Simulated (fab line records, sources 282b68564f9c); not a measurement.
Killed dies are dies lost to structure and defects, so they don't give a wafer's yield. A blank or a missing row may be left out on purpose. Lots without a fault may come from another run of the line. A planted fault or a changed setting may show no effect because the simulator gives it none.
fab line records | flow rit_cmos
record lots=12 wafers=36 last_day=8
route steps=202 shown NSD@134 M1@202
lots that met no fault: from a run of the same line without faults
start_h: hours from the record's first day to the start of the lot's first wafer shown | wait_h: hours since the lot's step before | " the same as in the row above | L1.1+2: a row that stands for several wafers | - no value, or no start given | * or withheld: withheld | < > ~ a bound
route shown NAME@n: a module of which the file shows steps, and the number in the route of the first | usual: mean/standard deviation of fault-free wafers | same: alike in all rows | chamber/n: place in a boat | sites: the reading at each site | _std_site: their standard deviation | _edge_site: outer sites' mean less inner sites' | radius_mm: how far each site lies from the wafer's centre | mask NAME#n: copy n | behind: the tool/chamber that last shaped the wafer | hold: why the lot was held/for how many hours/how that ended | device: the transistor (n, p or np) that didn't switch | end of line: the same wafers' tests at the end of the route | a step without rows: its recipe alone | killed: dies lost to structure and defects at the first sort, not the wafer's yield | map: a wafer's dies, x killed, . not, _ none there
set.NAME: the setting as run; set.NAME@STEP: as run at that earlier step | model.NAME: the simulator's own value behind a step, which no gauge read
steps of the route over a sample of lots; a table a step, a row a wafer
services: from which hour (start_h, from the record's first day; less than 0 if before it) a tool's chamber was out of use, for how many hours, and why
## steps
# step RIT_NSD_EXPOSE_03
# recipe mask_id=M9 na=0.57 target_cd_nm=40700 dose_mj=250
# same na=0.57
# columns lot.wafer tool chamber start_h wait_h mask
L687.3+4+6 iline_stepper-01 0 51.34 0.2 M9#0
L688.2+4+6 iline_stepper-02 0 58.34 0.2 M9#0
L689.1+3+6 iline_stepper-02 0 61.89 0.1 M9#0
L690.1+3+6 iline_stepper-01 0 65.12 0.2 M9#0
L691.1+5+6 iline_stepper-02 0 78.43 0.4 M9#0
L694.2+3+4 iline_stepper-02 0 87.82 0.1 M9#0
L697.1+3+6 iline_stepper-01 0 103.83 0.2 M9#0
L699.2+3+4 iline_stepper-01 0 111.11 0.2 M9#0
L700.2+5+6 iline_stepper-01 0 117.68 0.1 M9#0
L701.2+3+5 iline_stepper-01 0 121.38 0.1 M9#0
L705.1+4+5 iline_stepper-02 0 143.01 0.2 M9#0
L710.1+2+6 iline_stepper-02 0 170.88 0.2 M9#0
# step RIT_NSD_OVL_MEAS_06
# usual NSD_OVL=-0.5/1.5
# columns lot.wafer tool chamber start_h wait_h NSD_OVL[nm]
L687.3 overlay-01 - 51.71 - 0.8
L687.4 " - " " 1.3
L687.6 " - " " 1.1
L688.2 overlay-02 - 58.78 - 1.2
L688.4 " - " " -2.3
L688.6 " - " " -1.8
L689.1 overlay-02 - 62.29 - -3.1
L689.3 " - " " -2.7
L689.6 " - " " -2.9
L690.1 overlay-01 - 65.52 - 3.4
L690.3 " - " " 2.1
L690.6 " - " " -1.2
L691.1 overlay-02 - 78.83 - -0.7
L691.5 " - " " -1.0
L691.6 " - " " 0.0
L694.2 overlay-02 - 88.21 - -2.2
L694.3 " - " " -0.5
L694.4 " - " " -2.1
L697.1 overlay-02 - 104.23 - 359.7
L697.3 " - " " 360.5
L697.6 " - " " 356.4
L699.2 overlay-01 - 111.57 - 361.6
L699.3 " - " " 361.8
L699.4 " - " " 359.4
L700.2 overlay-01 - 118.07 - 360.5
L700.5 " - " " 360.8
L700.6 " - " " 360.8
L701.2 overlay-02 - 121.76 - 359.7
L701.3 " - " " 361.5
L701.5 " - " " 359.9
L705.1 overlay-02 - 143.41 - -0.7
L705.4 " - " " -0.9
L705.5 " - " " -0.9
L710.1 overlay-02 - 171.28 - -2.8
L710.2 " - " " -1.2
L710.6 " - " " -0.5
# step RIT_M1_PROBE_99
# usual killed_at_M0_to_M3=0.0/0.12 killed_at_contacts=0.1/0.32 killed_at_front_end=6/3.1 killed_dies=7/3.2 killed_on_rim=1.7/1.4 killed_open=3.1/1.9 killed_short=3.5/2.2
# same gross_dies=264 killed_at_M4_up=0 killed_at_back_side=0 killed_at_other=0
# columns lot.wafer tool chamber start_h wait_h killed_at_M0_to_M3 killed_at_contacts killed_at_front_end killed_dies killed_on_rim killed_open killed_short
L699.2 prober-02 - 122.07 0.1 0 0 6 6 1 4 2
L699.3 prober-02 - 122.12 0.2 0 0 11 11 3 7 4
L699.4 prober-02 - 122.17 0.2 0 0 10 10 1 2 8
# killed by level:class
L699.2 GATE:geometric_particle:open=2 REOX:geometric_particle:open=2 FOX1:geometric_particle:short=1 GATE:geometric_particle:short=1
L699.3 GATE:geometric_particle:open=4 GATE:geometric_particle:short=3 FOX1:geometric_particle:short=1 FOX1:geometric_particle:open=1 REOX:geometric_particle:open=1 SILICIDE:geometric_particle:open=1
L699.4 GATE:geometric_particle:short=3 REOX:geometric_particle:short=3 FOX2:geometric_particle:short=2 GATE:geometric_particle:open=1 REOX:geometric_particle:open=1
## services
# columns tool chamber start_h hours kind
iline_stepper-01 - 77.36 6.5 repair
iline_stepper-01 0 99.70 - calibration
iline_stepper-01 - 107.67 1.7 pm
iline_stepper-02 - 147.81 1.7 pm
iline_stepper-02 - 167.85 2.1 pm
iline_stepper-02 - 169.93 - consumable_replace:lamp
## key
first_sign step=RIT_NSD_OVL_MEAS_06 reading=NSD_OVL direction=up sigmas=99+ usual=-0.5 struck=360.2
effect none on later readings
met_at RIT_NSD_EXPOSE_03
struck_lots L697,L699,L700,L701
tester_left_out L697,L699,L700,L701
onset_between 65.12 103.83
fault kind=scanner_matching_overlay tool=iline_stepper-01 chamber=- onset_h=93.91 steps=RIT_NSD_EXPOSE_03 offset=360
# tester_left_out: of these lots the tester's yield and bins aren't shown, on N5 and GAA mostly nor the transistor test; their killed dies are dies lost to structure and defects alone, not to doping, threshold or leakage, so they don't give the yield
